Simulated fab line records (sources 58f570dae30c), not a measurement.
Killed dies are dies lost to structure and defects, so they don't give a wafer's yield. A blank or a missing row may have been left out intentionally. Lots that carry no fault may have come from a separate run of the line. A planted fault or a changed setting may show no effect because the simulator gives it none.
Struck lot and sound lot, side by side -- flow berkeley cmos170 -- 16 steps out of a route of 331
Sound: wafers L370.2, L370.3, L370.4. Wafers struck: L374.3, L374.4, L374.5. The cause comes at the end.
At each step with rows: each side's tool, then ch and its chambers, then its first start. Under that, the readings that differ: sound wafers -- struck wafers -- difference of the means -- sigmas: that difference in standard deviations of wafers without a fault.
alike: readings with means less than 2 such deviations apart, plus words and numbers identical on both sides. not compared: withheld readings, readings lacking a value on some wafer, bounds such as >300 that could conceal the same value, and numbers that have no deviation in the record and whose values overlap.
Wherever a step has rows on one side only, a row that says differs or no value, or a row with sigmas, the two part there. When numbers do not overlap yet have no deviation, they are printed without sigmas and do not part them. Lack of a reading on every wafer of one side parts them only where that side has two or more wafers.

first, 1 step without rows for these wafers: UCB170_PFIELD_IMPLANT_07.
UCB170_PFIELD_STRIP_08: strips in O2.
  sound on plasma asher-04 ch 0,1, day 6 12:32; struck on plasma asher-02 ch 0,1, day 7 13:34
  alike: drypump motor current A, oes product au, strip time to endpoint s
  not compared: rf hours counter h
UCB170_PFIELD_TW_MEAS_09:
  sound: film metro-01 at day 6 12:39; struck: film metro-03 at day 7 13:39
  alike: PFIELD_TW
then, 2 steps without rows for these wafers: UCB170_FIELD_CLEAN_00 (cleans in dHF, time 7.5 s); UCB170_FIELD_OXIDATION_01 (target thk 558.3 nm, ox time 7200 s).
UCB170_FIELD_THK_MEAS_02:
  sound: film metro-03 at day 6 18:09; struck: film metro-01 at day 7 18:49
  alike: FIELD_OXIDE_THK
then, 4 steps without rows for these wafers: UCB170_FIELD_ANNEAL_03 (time 1200 s); UCB170_FIELD_WET_ETCH_04 (etches SiO2 in dHF, time 60 s); UCB170_FIELD_WET_ETCH_05 (etches Si3N4 in H3PO4, time 12600 s); UCB170_FIELD_WET_ETCH_06 (etches SiO2 in BOE, time 22 s).
UCB170_FIELD_THK_MEAS_90:
  sound: film metro-04 at day 7 02:21; struck: film metro-04 at day 8 02:52
  alike: FIELD_OXIDE_LEFT_1_THK
then, 1 step without rows for these wafers: UCB170_SACOX_CLEAN_00 (cleans in dHF, time 7.5 s).
UCB170_SACOX_OXIDATION_01: target thk 14.4 nm, ox time 2400 s.
  sound on furnace-01 ch 0, day 7 02:47; struck on furnace-02 ch 0, day 8 13:04
reading,sound,struck,difference,sigmas
spike tc source C (C),920.1 920.4 921.0,924.1 925.6 924.3,+4.2,+2
UCB170_SACOX_THK_MEAS_02:
  sound: film metro-03 at day 7 04:34; struck: film metro-04 at day 8 14:45
reading,sound,struck,difference,sigmas
SACOX_OXIDE_THK (nm),14.73 14.58 14.56,21.67 21.73 21.98,+7.17,+24
then, 2 steps without rows for these wafers: UCB170_SCREENOX_WET_ETCH_00 (etches SiO2 in dHF, time 200 s); UCB170_M3_PROBE_99.

## WHERE THEY PART
At UCB170_SACOX_OXIDATION_01 first; at UCB170_SACOX_THK_MEAS_02 last (within this record only).

WHY: what the simulator had put in
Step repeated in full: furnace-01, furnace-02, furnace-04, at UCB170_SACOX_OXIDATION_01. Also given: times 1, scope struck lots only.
